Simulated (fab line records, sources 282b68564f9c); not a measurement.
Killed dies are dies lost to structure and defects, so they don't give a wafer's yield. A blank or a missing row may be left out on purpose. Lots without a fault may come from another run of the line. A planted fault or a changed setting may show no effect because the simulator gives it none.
fab line records | flow rit_cmos
record lots=6 wafers=18 last_day=7
route steps=202 shown REOX@99 NLDD@103 PLDD@115 SPACER@125 NSD@131 M1@202
lots that met no fault: from a run of the same line without faults
start_h: hours from the record's first day to the start of the lot's first wafer shown | wait_h: hours since the lot's step before | " the same as in the row above | L1.1+2: a row that stands for several wafers | - no value, or no start given | * or withheld: withheld | < > ~ a bound
route shown NAME@n: a module of which the file shows steps, and the number in the route of the first | usual: mean/standard deviation of fault-free wafers | same: alike in all rows | chamber/n: place in a boat | sites: the reading at each site | _std_site: their standard deviation | _edge_site: outer sites' mean less inner sites' | radius_mm: how far each site lies from the wafer's centre | mask NAME#n: copy n | behind: the tool/chamber that last shaped the wafer | hold: why the lot was held/for how many hours/how that ended | device: the transistor (n, p or np) that didn't switch | end of line: the same wafers' tests at the end of the route | a step without rows: its recipe alone | killed: dies lost to structure and defects at the first sort, not the wafer's yield | map: a wafer's dies, x killed, . not, _ none there
set.NAME: the setting as run; set.NAME@STEP: as run at that earlier step | model.NAME: the simulator's own value behind a step, which no gauge read
lots at some steps of the route; a table a step, a row a wafer
services: from which hour (start_h, from the record's first day; less than 0 if before it) a tool's chamber was out of use, for how many hours, and why
## steps
# step RIT_REOX_CLEAN_01
# recipe chemistry=dHF dilution=50:1 time_s=30
# step RIT_REOX_CLEAN_02
# recipe chemistry=SC2 mix=3:3:50 time_s=600 temp_c=75 dry=n2_spin
# step RIT_REOX_OXIDATION_03
# recipe temp_c=900 ambient=O2 target_thk_a=252 ox_time_s=5580
# step RIT_REOX_THK_MEAS_04
# recipe reads=SiO2_of_REOX_OXIDATION_03
# usual REOX_OXIDE_THK=25.4/0.56
# columns lot.wafer tool chamber start_h wait_h REOX_OXIDE_THK[nm]
L999.2 film_metro-04 - 76.12 0.0 25.7
L999.4 " - " " 25.9
L999.5 " - " " 25.7
L100.4 film_metro-03 - 87.19 0.0 25.6
L100.5 " - " " 25.8
L100.6 " - " " 25.8
L101.1 film_metro-01 - 89.71 0.0 25.0
L101.3 " - " " 25.2
L101.4 " - " " 25.3
L103.1 film_metro-04 - 96.29 0.0 24.9
L103.3 " - " " 24.7
L103.6 " - " " 25.3
L111.1 film_metro-01 - 133.82 0.0 25.9
L111.2 " - " " 26.1
L111.5 " - " " 26.2
L113.2 film_metro-03 - 146.63 0.0 26.3
L113.4 " - " " 26.1
L113.5 " - " " 26.2
# step RIT_NLDD_HMDS_00
# recipe prime_time_s=60 prime_temp_c=140
# step RIT_NLDD_COAT_01
# recipe resist=NOVOLAK spin_rpm=3250 resist_thk_nm=1000
# step RIT_NLDD_SOFTBAKE_02
# recipe resist=NOVOLAK temp_c=90 time_s=60
# step RIT_NLDD_EXPOSE_03
# recipe mask_id=M7 na=0.57 target_cd_nm=40700 dose_mj=250
# step RIT_NLDD_PEB_04
# recipe resist=NOVOLAK temp_c=withheld time_s=withheld
# step RIT_NLDD_DEVELOP_05
# recipe resist=NOVOLAK develop_time_s=50 dev_temp_c=23
# step RIT_NLDD_OVL_MEAS_06
# usual NLDD_OVL=0.1/1.2
# columns lot.wafer tool chamber start_h wait_h NLDD_OVL[nm]
L999.2 overlay-02 - 77.15 - 0.5
L999.4 " - " " 0.5
L999.5 " - " " 0.4
L100.4 overlay-02 - 88.09 - 0.9
L100.5 " - " " 0.6
L100.6 " - " " 0.4
L101.1 overlay-01 - 90.75 - -1.0
L101.3 " - " " 0.1
L101.4 " - " " -0.2
L103.1 overlay-01 - 97.32 - -1.4
L103.3 " - " " 0.3
L103.6 " - " " -1.5
L111.1 overlay-02 - 134.73 - -1.5
L111.2 " - " " -1.5
L111.5 " - " " -1.4
L113.2 overlay-02 - 147.66 - -0.9
L113.4 " - " " 0.6
L113.5 " - " " -1.0
# step RIT_NLDD_HARDBAKE_07
# recipe resist=NOVOLAK temp_c=140 time_s=60
# step RIT_NLDD_IMPLANT_08
# recipe species=P energy_kev=20 dose_cm2=5e+14 tilt_deg=7
# usual dose_ions_cm2=5e+14/5.6e+11 faraday_current_uA=1571/32 tilt_deg=7.000/0.019
# columns lot.wafer tool chamber start_h wait_h dose_ions_cm2 faraday_current_uA tilt_deg
L999.2 implanter-04 0 77.35 0.1 5.004e+14 1624 6.970
L999.4 " 0 " " 5.003e+14 1574 6.996
L999.5 " 0 " " 5.001e+14 1564 6.976
L100.4 implanter-04 0 88.34 0.1 5.003e+14 1620 6.983
L100.5 " 0 " " 5.005e+14 1555 6.984
L100.6 " 0 " " 5e+14 1574 6.999
L101.1 implanter-04 0 90.94 0.1 7.111e+14 2201 6.996
L101.3 " 0 " " 7.102e+14 2176 6.981
L101.4 " 0 " " 7.105e+14 2316 6.957
L103.1 implanter-04 0 97.51 0.1 7.102e+14 2254 6.983
L103.3 " 0 " " 7.099e+14 2192 7.008
L103.6 " 0 " " 7.102e+14 2198 7.000
L111.1 implanter-02 0 134.91 0.1 4.997e+14 1571 6.982
L111.2 " 0 " " 5e+14 1587 7.001
L111.5 " 0 " " 4.995e+14 1527 7.004
L113.2 implanter-01 0 147.86 0.1 5.005e+14 1552 7.014
L113.4 " 0 " " 4.99e+14 1592 6.989
L113.5 " 0 " " 4.994e+14 1519 6.999
# step RIT_NLDD_STRIP_09
# recipe chemistry=O2 time_s=180 resist=NOVOLAK platen_temp_c=withheld power_w=500 pressure_mtorr=4000 o2_flow_sccm=4000
# usual drypump_motor_current_A=5.6/0.3 o2_flow_sccm=3999/12
# columns lot.wafer tool chamber start_h wait_h drypump_motor_current_A o2_flow_sccm rf_hours_counter_h
L999.2 plasma_asher-04 1 77.48 0.1 6.5 4013 44
L999.4 " 1 " " 6.5 3980 -
L999.5 " 1 " " 6.5 4014 -
L100.4 plasma_asher-03 0 88.47 0.1 5.5 4010 -
L100.5 " 1 " " 5.4 3998 -
L100.6 " 0 " " 5.5 3987 -
L101.1 plasma_asher-03 0 91.09 0.1 5.5 3993 29
L101.3 " 0 " " 5.5 3998 -
L101.4 " 1 " " 5.4 3993 -
L103.1 plasma_asher-03 0 97.66 0.1 5.5 4011 30
L103.3 " 1 " " 5.4 4011 -
L103.6 " 1 " " 5.4 4001 -
L111.1 plasma_asher-03 0 135.06 0.1 5.5 3995 35
L111.2 " 1 " " 5.4 4006 35
L111.5 " 0 " " 5.5 3996 -
L113.2 plasma_asher-03 0 147.99 0.1 5.5 3991 36
L113.4 " 1 " " 5.4 3999 -
L113.5 " 1 " " 5.4 3995 -
# step RIT_NLDD_TW_MEAS_10
# usual NLDD_TW=2483/16
# columns lot.wafer tool chamber start_h wait_h hold NLDD_TW
L999.2 film_metro-01 - 77.66 0.1 - 2487
L999.4 " - " " - 2489
L999.5 " - " " - 2502
L100.4 film_metro-04 - 88.62 0.1 - 2480
L100.5 " - " " - 2489
L100.6 " - " " - 2480
L101.1 film_metro-01 - 91.26 0.1 await_dispo/0.2h/release 2731
L101.3 " - " " await_dispo/0.2h/release 2721
L101.4 " - " " await_dispo/0.2h/release 2719
L101.1 film_metro-01 - 91.49 0.2 - 2734
L101.3 " - " " - 2714
L101.4 " - " " - 2709
L103.1 film_metro-04 - 97.83 0.1 await_dispo/0.2h/release 2691
L103.3 " - " " await_dispo/0.2h/release 2703
L103.6 " - " " await_dispo/0.2h/release 2710
L103.1 film_metro-04 - 98.06 0.2 - 2693
L103.3 " - " " - 2697
L103.6 " - " " - 2703
L111.1 film_metro-04 - 135.24 0.1 - 2458
L111.2 " - " " - 2461
L111.5 " - " " - 2452
L113.2 film_metro-02 - 148.17 0.1 - 2492
L113.4 " - " " - 2491
L113.5 " - " " - 2503
# step RIT_PLDD_COAT_01
# recipe resist=NOVOLAK spin_rpm=3250 resist_thk_nm=1000
# step RIT_PLDD_SOFTBAKE_02
# recipe resist=NOVOLAK temp_c=90 time_s=60
# step RIT_PLDD_EXPOSE_03
# recipe mask_id=M8 na=0.57 target_cd_nm=40900 dose_mj=250
# step RIT_PLDD_PEB_04
# recipe resist=NOVOLAK temp_c=withheld time_s=withheld
# step RIT_PLDD_DEVELOP_05
# recipe resist=NOVOLAK develop_time_s=50 dev_temp_c=23
# step RIT_PLDD_OVL_MEAS_06
# usual PLDD_OVL=0.8/1.3
# columns lot.wafer tool chamber start_h wait_h PLDD_OVL[nm]
L999.2 overlay-01 - 78.69 - 1.5
L999.4 " - " " 1.6
L999.5 " - " " 2.9
L100.4 overlay-02 - 89.64 - -1.5
L100.5 " - " " -0.6
L100.6 " - " " -2.4
L101.1 overlay-02 - 94.58 - 0.3
L101.3 " - " " 0.3
L101.4 " - " " -0.1
L103.1 overlay-02 - 99.92 - 1.2
L103.3 " - " " 1.5
L103.6 " - " " 0.0
L111.1 overlay-01 - 136.27 - 0.7
L111.2 " - " " 0.5
L111.5 " - " " 0.4
L113.2 overlay-01 - 149.20 - -2.3
L113.4 " - " " -2.0
L113.5 " - " " -1.3
# step RIT_PLDD_HARDBAKE_07
# recipe resist=NOVOLAK temp_c=140 time_s=60
# step RIT_PLDD_IMPLANT_08
# recipe species=BF2 energy_kev=20 dose_cm2=9e+14 tilt_deg=7
# step RIT_PLDD_STRIP_09
# recipe chemistry=O2 time_s=180 resist=NOVOLAK platen_temp_c=withheld power_w=500 pressure_mtorr=4000 o2_flow_sccm=4000
# usual drypump_motor_current_A=5.61/0.19 o2_flow_sccm=4001/12
# columns lot.wafer tool chamber start_h wait_h drypump_motor_current_A o2_flow_sccm rf_hours_counter_h
L999.2 plasma_asher-03 1 79.02 0.1 5.40 4013 27
L999.4 " 0 " " 5.50 3987 -
L999.5 " 0 " " 5.51 4002 -
L100.4 plasma_asher-01 0 90.01 0.1 5.89 3996 -
L100.5 " 0 " " 5.90 4002 -
L100.6 " 1 " " 5.42 4001 -
L101.1 plasma_asher-01 0 94.92 0.1 5.90 4003 46
L101.3 " 1 " " 5.44 4003 -
L101.4 " 0 " " 5.90 4017 -
L103.1 plasma_asher-02 0 100.30 0.1 5.64 3984 48
L103.3 " 1 " " 5.74 4006 -
L103.6 " 1 " " 5.75 3992 -
L111.1 plasma_asher-03 1 136.61 0.1 5.41 4011 35
L111.2 " 0 " " 5.54 4008 35
L111.5 " 1 " " 5.40 3995 -
L113.2 plasma_asher-01 0 149.53 0.1 5.90 3993 53
L113.4 " 0 " " 5.89 4013 -
L113.5 " 0 " " 5.89 4012 -
# step RIT_PLDD_TW_MEAS_10
# usual PLDD_TW=2346/15
# columns lot.wafer tool chamber start_h wait_h PLDD_TW
L999.2 film_metro-04 - 79.21 0.1 2338
L999.4 " - " " 2332
L999.5 " - " " 2337
L100.4 film_metro-01 - 90.16 0.1 2348
L100.5 " - " " 2346
L100.6 " - " " 2355
L101.1 film_metro-02 - 95.09 0.1 2384
L101.3 " - " " 2380
L101.4 " - " " 2352
L103.1 film_metro-01 - 100.48 0.1 2351
L103.3 " - " " 2347
L103.6 " - " " 2355
L111.1 film_metro-01 - 136.78 0.1 2338
L111.2 " - " " 2353
L111.5 " - " " 2361
L113.2 film_metro-01 - 149.72 0.1 2348
L113.4 " - " " 2348
L113.5 " - " " 2344
# step RIT_SPACER_CLEAN_00
# recipe chemistry=SC1 mix=3:3:50 time_s=600 temp_c=75
# step RIT_SPACER_CLEAN_01
# recipe chemistry=dHF dilution=50:1 time_s=30
# step RIT_SPACER_CLEAN_02
# recipe chemistry=SC2 mix=3:3:50 time_s=600 temp_c=75 dry=n2_spin
# step RIT_SPACER_CVD_03
# recipe material=Si3N4 target_thk_nm=250 temp_c=810 precursor=SiH2Cl2/NH3 time_s=3300 pressure_mtorr=300 sih2cl2_flow_sccm=60 nh3_flow_sccm=150
# step RIT_SPACER_THK_MEAS_04
# recipe reads=Si3N4_of_SPACER_CVD_03
# usual SPACER_NITRIDE_THK=250.0/2.2
# columns lot.wafer tool chamber start_h wait_h SPACER_NITRIDE_THK[nm]
L999.2 film_metro-01 - 81.57 0.0 251.5
L999.4 " - " " 252.0
L999.5 " - " " 252.5
L100.4 film_metro-01 - 92.50 0.0 247.6
L100.5 " - " " 247.7
L100.6 " - " " 249.1
L101.1 film_metro-03 - 98.36 0.0 252.2
L101.3 " - " " 251.3
L101.4 " - " " 251.3
L103.1 film_metro-02 - 102.82 0.0 248.8
L103.3 " - " " 248.0
L103.6 " - " " 247.2
L111.1 film_metro-03 - 139.13 0.0 249.9
L111.2 " - " " 248.3
L111.5 " - " " 249.2
L113.2 film_metro-02 - 152.46 0.0 252.3
L113.4 " - " " 251.5
L113.5 " - " " 252.3
# step RIT_SPACER_ETCHBACK_05
# recipe target_depth_a=2500 SF6_flow_sccm=30 CHF3_flow_sccm=30 target=Si3N4 chemistry=SF6/CHF3 pressure_mtorr=40 rf_w=250 time_s=240 stop_on=SiO2
# usual drypump_motor_current_A=5.8/0.34 oes_product_au=0.846/0.012 throttle_valve_pct=10.27/0.12
# columns lot.wafer tool chamber start_h wait_h drypump_motor_current_A oes_product_au rf_hours_counter_h throttle_valve_pct
L999.2 rie_diel-04 1 81.62 0.0 5.3 0.858 151 10.28
L999.4 " 3 " " 5.7 0.839 - 10.38
L999.5 " 1 " " 5.3 0.857 - 10.29
L100.4 rie_diel-03 2 92.53 0.0 5.9 0.834 6 10.25
L100.5 " 2 " " 5.9 0.830 - 10.25
L100.6 " 3 " " 5.8 0.848 - 10.24
L101.1 rie_diel-01 0 98.42 0.1 5.7 0.865 93 10.36
L101.3 " 1 " " 6.0 0.876 8 10.23
L101.4 " 3 " " 5.2 0.869 6 10.34
L103.1 rie_diel-04 2 102.88 0.1 5.8 0.852 13 10.22
L103.3 " 3 " " 5.8 0.825 68 10.41
L103.6 " 0 " " 6.2 0.836 - 10.05
L111.1 rie_diel-01 2 139.19 0.1 6.5 0.840 144 10.51
L111.2 " 3 " " 5.2 0.862 7 10.35
L111.5 " 3 " " 5.2 0.856 - 10.35
L113.2 rie_diel-03 3 152.51 0.0 5.8 0.859 28 10.26
L113.4 " 2 " " 5.9 0.843 8 10.28
L113.5 " 0 " " 5.8 0.841 - 10.25
# step RIT_NSD_HMDS_00
# recipe prime_time_s=60 prime_temp_c=140
# step RIT_NSD_COAT_01
# recipe resist=NOVOLAK spin_rpm=3250 resist_thk_nm=1000
# step RIT_NSD_SOFTBAKE_02
# recipe resist=NOVOLAK temp_c=90 time_s=60
# step RIT_NSD_EXPOSE_03
# recipe mask_id=M9 na=0.57 target_cd_nm=40700 dose_mj=250
# step RIT_NSD_PEB_04
# recipe resist=NOVOLAK temp_c=withheld time_s=withheld
# step RIT_NSD_DEVELOP_05
# recipe resist=NOVOLAK develop_time_s=50 dev_temp_c=23
# step RIT_NSD_OVL_MEAS_06
# usual NSD_OVL=0.6/1.2
# columns lot.wafer tool chamber start_h wait_h NSD_OVL[nm]
L999.2 overlay-02 - 82.75 - 1.4
L999.4 " - " " -1.7
L999.5 " - " " 0.3
L100.4 overlay-02 - 93.55 - 0.8
L100.5 " - " " -0.4
L100.6 " - " " 0.3
L101.1 overlay-02 - 99.57 - -0.4
L101.3 " - " " -1.0
L101.4 " - " " -0.7
L103.1 overlay-02 - 104.27 - 1.8
L103.3 " - " " 1.5
L103.6 " - " " 0.6
L111.1 overlay-01 - 140.19 - 0.8
L111.2 " - " " 0.9
L111.5 " - " " 0.3
L113.2 overlay-01 - 153.51 - 1.5
L113.4 " - " " 0.9
L113.5 " - " " 0.7
# step RIT_NSD_HARDBAKE_07
# recipe resist=NOVOLAK temp_c=140 time_s=60
# step RIT_NSD_IMPLANT_08
# recipe species=P energy_kev=25 dose_cm2=1e+15 tilt_deg=7
# step RIT_NSD_STRIP_09
# recipe chemistry=O2 time_s=180 resist=NOVOLAK platen_temp_c=withheld power_w=500 pressure_mtorr=4000 o2_flow_sccm=4000
# usual drypump_motor_current_A=5.8/0.35 o2_flow_sccm=4001/12
# columns lot.wafer tool chamber start_h wait_h drypump_motor_current_A o2_flow_sccm rf_hours_counter_h
L999.2 plasma_asher-02 0 83.08 0.1 5.6 3996 45
L999.4 " 1 " " 5.8 4013 -
L999.5 " 1 " " 5.8 4005 -
L100.4 plasma_asher-02 1 93.93 0.1 5.7 3984 -
L100.5 " 1 " " 5.7 3995 -
L100.6 " 0 " " 5.6 4015 -
L101.1 plasma_asher-02 1 100.00 0.1 5.8 4016 47
L101.3 " 1 " " 5.8 4021 -
L101.4 " 0 " " 5.6 3992 -
L103.1 plasma_asher-04 1 104.60 0.1 6.5 3988 44
L103.3 " 1 " " 6.5 3997 -
L103.6 " 0 " " 5.5 4003 -
L111.1 plasma_asher-04 1 140.53 0.1 6.5 4008 2
L111.2 " 0 " " 5.5 4006 2
L111.5 " 0 " " 5.5 4003 -
L113.2 plasma_asher-04 1 153.84 0.1 6.5 4004 4
L113.4 " 1 " " 6.5 3992 -
L113.5 " 0 " " 5.5 4004 -
# step RIT_SDANNEAL_RS_MEAS_07
# recipe thk_meas_gauge=four-point-probe
# usual NLDD_RS=151.6/0.54
# columns lot.wafer tool chamber start_h wait_h hold NLDD_RS[ohm/sq]
L999.2 film_metro-01 - 85.95 0.1 - 151.3
L999.4 " - " " - 151.8
L999.5 " - " " - 151.4
L100.4 film_metro-01 - 96.37 0.1 - 152.0
L100.5 " - " " - 151.4
L100.6 " - " " - 151.9
L101.1 film_metro-01 - 102.84 0.1 await_dispo/0.2h/release 114.4
L101.3 " - " " await_dispo/0.2h/release 114.1
L101.4 " - " " await_dispo/0.2h/release 114.3
L101.1 film_metro-01 - 103.12 0.3 - 114.0
L101.3 " - " " - 113.9
L101.4 " - " " - 114.4
L103.1 film_metro-01 - 107.93 0.1 await_dispo/0.2h/release 114.0
L103.3 " - " " await_dispo/0.2h/release 114.1
L103.6 " - " " await_dispo/0.2h/release 114.0
L103.1 film_metro-01 - 108.22 0.3 - 113.9
L103.3 " - " " - 114.1
L103.6 " - " " - 113.7
L111.1 film_metro-04 - 143.31 0.1 - 150.9
L111.2 " - " " - 151.1
L111.5 " - " " - 151.0
L113.2 film_metro-04 - 156.61 0.1 - 151.1
L113.4 " - " " - 152.0
L113.5 " - " " - 150.9
# step RIT_M1_PROBE_99
# usual defect_limited_yield=97.4/1 killed_at_contacts=0.1/0.25 killed_at_front_end=6.8/2.7 killed_dies=6.8/2.7 killed_open=3.4/1.8 killed_short=3.5/1.7 sort_bin_3_pad_short=0.1/0.23 sort_bin_5_function=1.5/0.67 sort_bin_6_memory=1.0/0.67 sort_n_pass=257.2/2.7 sort_yield_pct=97.4/1
# same gross_dies=264 killed_at_M0_to_M3=0 killed_at_M4_up=0 killed_at_back_side=0 killed_at_other=0
# columns lot.wafer tool chamber start_h wait_h defect_limited_yield[%] killed_at_contacts killed_at_front_end killed_dies killed_open killed_short sort_bin_3_pad_short[%] sort_bin_5_function[%] sort_bin_6_memory[%] sort_n_pass sort_yield_pct[%]
L999.2 prober-01 - 93.09 0.1 97.3 0 7 7 3 4 0 0.8 1.9 257.0 97.3
L999.4 prober-01 - 93.19 0.2 98.1 1 4 5 0 5 0.4 1.1 0.4 259.0 98.1
L999.5 prober-01 - 93.24 0.2 97.3 0 7 7 2 5 0 1.9 0.8 257.0 97.3
L100.4 prober-01 - 127.45 0.2 97.3 0 7 7 5 2 0 0.8 1.9 257.0 97.3
L100.5 prober-01 - 127.50 0.2 98.1 0 5 5 3 2 0 1.9 0 259.0 98.1
L100.6 prober-01 - 127.55 0.2 97.7 0 6 6 4 2 0 1.5 0.8 258.0 97.7
L111.1 prober-01 - 150.18 0.1 98.1 0 5 5 1 4 0 1.1 0.8 259.0 98.1
L111.2 prober-01 - 150.23 0.1 97.7 0 6 6 3 3 0 1.5 0.8 258.0 97.7
L111.5 prober-01 - 150.38 0.2 97.3 0 7 7 5 2 0 0.8 1.9 257.0 97.3
# killed by level:class
L999.2 GATE:geometric_particle:short=3 GATE:geometric_particle:open=2 FOX2:geometric_particle:open=1 SPACER:geometric_particle:short=1
L999.4 FOX1:geometric_particle:short=2 GATE:geometric_particle:short=1 SPACER:geometric_particle:short=1 CONTACT:geometric_particle:short=1
L999.5 GATE:geometric_particle:open=2 GATE:geometric_particle:short=2 REOX:geometric_particle:short=1 SPACER:geometric_particle:short=1 SILICIDE:geometric_particle:short=1
L100.4 FOX1:geometric_particle:open=2 REOX:geometric_particle:open=2 FOX2:geometric_particle:open=1 FOX2:geometric_particle:short=1 REOX:geometric_particle:short=1
L100.5 REOX:geometric_particle:open=2 FOX1:geometric_particle:short=1 FOX1:geometric_particle:open=1 REOX:geometric_particle:short=1
L100.6 GATE:geometric_particle:open=2 FOX1:geometric_particle:open=1 REOX:geometric_particle:open=1 SPACER:geometric_particle:short=1 SILICIDE:geometric_particle:short=1
L111.1 FOX1:geometric_particle:short=2 FOX1:geometric_particle:open=1 GATE:geometric_particle:short=1 REOX:geometric_particle:short=1
L111.2 FOX1:geometric_particle:open=2 SILICIDE:geometric_particle:short=2 FOX2:geometric_particle:short=1 REOX:geometric_particle:open=1
L111.5 SPACER:geometric_particle:open=2 SILICIDE:geometric_particle:open=2 FOX1:geometric_particle:open=1 FOX1:geometric_particle:short=1 SILICIDE:geometric_particle:short=1
## services
# columns tool chamber start_h hours kind
plasma_asher-04 - 78.79 21.3 repair
rie_diel-04 2 81.18 1.7 repair
implanter-02 - 82.65 2.4 pm
implanter-01 - 83.39 10.1 repair
rie_diel-01 3 95.37 2.0 repair
implanter-02 - 96.48 5.3 repair
rie_diel-03 1 105.81 - clean
rie_diel-03 1 105.81 32.3 scheduled_down
rie_diel-03 1 105.81 32.3 vent_cycle
rie_diel-01 1 107.04 16.2 repair
plasma_asher-04 - 108.75 9.0 pm
plasma_asher-04 0 108.75 9.0 vent_cycle
plasma_asher-04 1 108.75 9.0 vent_cycle
plasma_asher-04 0 117.75 - clean
plasma_asher-04 1 117.75 - clean
plasma_asher-02 - 126.35 4.3 pm
rie_diel-04 1 135.30 - clean
rie_diel-04 1 135.30 30.7 scheduled_down
rie_diel-04 1 135.30 30.7 vent_cycle
implanter-02 - 145.00 3.1 repair
## key
first_sign step=RIT_NLDD_IMPLANT_08 reading=dose_ions_cm2 direction=up sigmas=99+ usual=5e+14 struck=7.104e+14
effect step=RIT_NLDD_IMPLANT_08 reading=faraday_current_uA direction=up sigmas=20 usual=1571 struck=2223
effect step=RIT_NLDD_TW_MEAS_10 reading=visit direction=added
effect step=RIT_NLDD_TW_MEAS_10 reading=NLDD_TW direction=up sigmas=14 usual=2483 struck=2712
effect step=RIT_SDANNEAL_RS_MEAS_07 reading=NLDD_RS direction=down sigmas=69 usual=151.6 struck=114.2
met_at RIT_NLDD_IMPLANT_08
struck_wafers L101.1,L101.3,L101.4,L103.1,L103.3,L103.6
scrapped_behind RIT_SDANNEAL_RS_MEAS_07 L101.1,L101.3,L101.4,L103.1,L103.3,L103.6
onset_between 88.34 90.94
fault kind=process_parameter_drift tool=implanter-04 chamber=- onset_h=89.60 steps=RIT_NLDD_IMPLANT_08 channel=dose_cm2 offset=2.1e+14 shape=step end_h=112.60 acts_in=these_recipes_only stated=5e+14
